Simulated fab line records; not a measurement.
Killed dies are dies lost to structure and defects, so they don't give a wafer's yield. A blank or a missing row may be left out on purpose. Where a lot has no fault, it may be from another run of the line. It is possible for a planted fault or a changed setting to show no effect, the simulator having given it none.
Chamber matching ; flow rit-cmos ; RIT_GATE_ETCH_19 on rie-si-02 has 4 sister chambers
The step etches poly-Si in SF6/CHF3/O2, stops on SiO2, time 165 s, target depth 312.5 nm. 18 wafers are shown with their chamber, then 9 later ones without.

## WAFERS, EACH WITH ITS CHAMBER
wafer;chamber;drypump-motor-current-A (A);throttle-valve-pct (%);oes-product-au (a.u.)
L836.4;0;5.7;10.26;0.831
L836.5;3;6.7;10.45;0.872
L836.6;1;5.7;10.26;0.860
L838.2;3;6.7;10.45;0.864
L838.4;3;6.7;10.44;0.871
L838.5;1;5.7;10.27;0.867
L842.3;3;6.7;10.46;0.863
L842.5;0;5.7;10.25;0.823
L842.6;3;6.7;10.46;0.873
L844.1;2;6.3;10.12;0.844
L844.3;0;5.6;10.27;0.834
L844.4;1;5.7;10.25;0.872
L846.2;0;5.7;10.27;0.831
L846.4;3;6.7;10.44;0.869
L846.6;1;5.7;10.26;0.873
L848.3;1;5.7;10.27;0.869
L848.4;0;5.7;10.24;0.822
L848.5;0;5.7;10.26;0.836

SIGNATURES (averages over the wafers above)
reading;chamber 0;chamber 1;chamber 2;chamber 3;scatter within a chamber
drypump-motor-current-A;5.683;5.700;6.300;6.700;0.0244
throttle-valve-pct;10.2583;10.2620;10.1200;10.4500;0.00987
oes-product-au;0.82950;0.86820;0.84400;0.86867;0.00508
Rule: for each reading, subtract the chamber's mean from the wafer's reading, divide by that reading's scatter and square the result; add these up over the readings and take the root, which gives the wafer's distance from the chamber. The wafer belongs to the nearest chamber; if the next one is less than 2 further off, it can't be placed. How the scatter is found: for the shown wafers, subtract from each reading the mean of its chamber, square and add these, divide the total by (wafers less chambers), then take the root.

## WAFERS MISSING THEIR CHAMBER
wafer;drypump-motor-current-A (A);throttle-valve-pct (%);oes-product-au (a.u.)
L856.1;5.7;10.25;0.839
L856.2;6.3;10.10;0.839
L856.3;6.7;10.46;0.877
L858.1;6.7;10.44;0.858
L858.2;5.7;10.26;0.848
L858.5;6.3;10.12;0.824
L859.1;5.7;10.26;0.816
L859.2;6.7;10.45;0.871
L859.4;5.7;10.26;0.858

## WHICH CHAMBER EACH WENT THROUGH
wafer;from the rows above;in truth
L856.1;0;0
L856.2;2;2
L856.3;3;3
L858.1;3;3
L858.2;can't be placed: 0 or 1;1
L858.5;2;2
L859.1;0;0
L859.2;3;3
L859.4;1;1
Correct placement for 8 of the 9. Not placeable from these rows: 1 (in 1, the candidates include the true chamber). Wrongly placed: 0.
